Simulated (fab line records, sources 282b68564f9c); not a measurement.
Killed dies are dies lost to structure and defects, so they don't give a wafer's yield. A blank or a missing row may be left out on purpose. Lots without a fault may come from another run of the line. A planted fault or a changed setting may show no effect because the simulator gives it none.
A struck lot beside a sound one | flow rit_cmos | 19 steps out of a route of 202
Sound: wafers L338.1, L338.3, L338.4. Struck: wafer L347.6. (L347.2, L347.4 of the same lot were not struck and are left out.) The cause comes at the end.
At each step with rows: each side's tool, then ch and its chambers, then its first start. Under that, the readings that differ: sound wafers | struck wafers | difference of the means | sigmas: that difference in standard deviations of wafers without a fault.
alike: readings whose means differ by less than 2 such deviations, and words and numbers that are the same on both sides. not compared: withheld readings, readings that some wafer has no value for, bounds like >300 that may hide the same value, and numbers for which the record gives no deviation and whose values overlap.
The two part at a step that has a row with sigmas, a row that says differs or no value, or rows on one side only. Numbers that don't overlap but have no deviation are shown without sigmas and don't part them. A reading that every wafer of one side lacks parts them only if that side has two wafers or more.

RIT_M1_SPUTTER_00: material Al, target thk 400 nm, time 500 s.
  sound on pvd_sputter-02, day 5 12:44; struck on pvd_sputter-01, day 7 11:25
  alike: throttle_valve_pct
RIT_M1_RS_MEAS_01: measures by four-point-probe.
  sound on film_metro-02, day 5 13:02; struck on film_metro-01, day 7 11:44
  reading           | sound                | struck | difference | sigmas
  M1_AL_RS (ohm/sq) | 0.0737 0.0754 0.0742 | 0.0720 | -0.0024    | -3
RIT_M1_THK_MEAS_02: measures by xrf.
  sound on film_metro-02, day 5 13:09; struck on film_metro-01, day 7 11:50
  reading        | sound       | struck | difference | sigmas
  M1_AL_THK (nm) | 398 390 396 | 406    | +11        | +2
then, 6 steps without rows for these wafers: RIT_M1_HMDS_03 (prime time 60 s); RIT_M1_COAT_04 (resist thk 1300 nm); RIT_M1_SOFTBAKE_05 (time 60 s); RIT_M1_EXPOSE_06 (exposes mask M12, target cd 2600 nm); RIT_M1_PEB_07; RIT_M1_DEVELOP_08 (develop time 68 s).
RIT_M1_CD_MEAS_09: target cd 2600 nm.
  sound on cd_sem-02, day 5 14:05; struck on cd_sem-02, day 7 13:03
  alike: cd_nm
RIT_M1_OVL_MEAS_10:
  sound on overlay-02, day 5 14:13; struck on overlay-02, day 7 13:09
  alike: M1_OVL
then, 1 step without rows for these wafers: RIT_M1_HARDBAKE_11 (time 120 s).
RIT_M1_METAL_ETCH_12: etches Al in Cl2/BCl3, stops on SiO2, time 165 s, target depth 600 nm.
  sound on rie_metal-01 ch 0,1, day 5 14:36; struck on rie_metal-02 ch 0, day 7 13:26
  reading                     | sound             | struck | difference | sigmas
  drypump_motor_current_A (A) | 5.55 5.59 6.03    | 6.20   | +0.48      | +2
  oes_product_au (a.u.)       | 0.768 0.755 0.759 | 0.805  | +0.044     | +3
  alike: chamber_pressure_mTorr, throttle_valve_pct
  not compared: rf_hours_counter_h
then, 1 step without rows for these wafers: RIT_M1_STRIP_13 (strips in nmp, time 600 s).
RIT_M1_STRIP_14: strips in O2, time 180 s.
  sound on plasma_asher-04 ch 0,1, day 5 14:56; struck on plasma_asher-03 ch 0, day 7 13:48
  alike: chamber_pressure_mTorr, drypump_motor_current_A, o2_flow_sccm
  not compared: rf_hours_counter_h
RIT_M1_CD_MEAS_90: target cd 2600 nm.
  sound on cd_sem-02, day 5 15:07; struck on cd_sem-02, day 7 13:59
  alike: cd_nm
then, 1 step without rows for these wafers: RIT_M1_ANNEAL_15 (time 1800 s).
RIT_M1_BOW_MEAS_16:
  sound on film_metro-03, day 5 16:44; struck on film_metro-01, day 7 15:58
  alike: M1_BOW
RIT_M1_PROBE_99:
  sound on prober-02, day 5 16:51; struck on prober-01, day 7 16:19
  reading                               | sound             | struck | difference | sigmas
  defect_limited_yield (%)              | 97.7 95.8 96.6    | 94.3   | -2.4       | -2
  killed_at_M0_to_M3                    | 0 0 0             | 5      | +5         | +60
  killed_dies                           | 6 11 9            | 15     | +6         | +2
  sort_bin_5_function (%)               | 1.1 0.8 2.7       | 3.8    | +2.3       | +3
  sort_n_pass                           | 258 253 255       | 249    | -6         | -2
  sort_yield_pct (%)                    | 97.7 95.8 96.6    | 94.3   | -2.4       | -2
  model.etest.tester.sort_n_pass        | 258 253 255       | 249    | -6         |
  model.etest.tester.sort_yield_pct (%) | 97.73 95.83 96.59 | 94.32  | -2.40      |
  alike: killed_at_contacts, killed_at_front_end, killed_open, killed_short, sort_bin_3_pad_short, sort_bin_6_memory

WHERE THEY PART
First at RIT_M1_RS_MEAS_01; last, within this record, at RIT_M1_PROBE_99.

WHY: what the simulator had put in
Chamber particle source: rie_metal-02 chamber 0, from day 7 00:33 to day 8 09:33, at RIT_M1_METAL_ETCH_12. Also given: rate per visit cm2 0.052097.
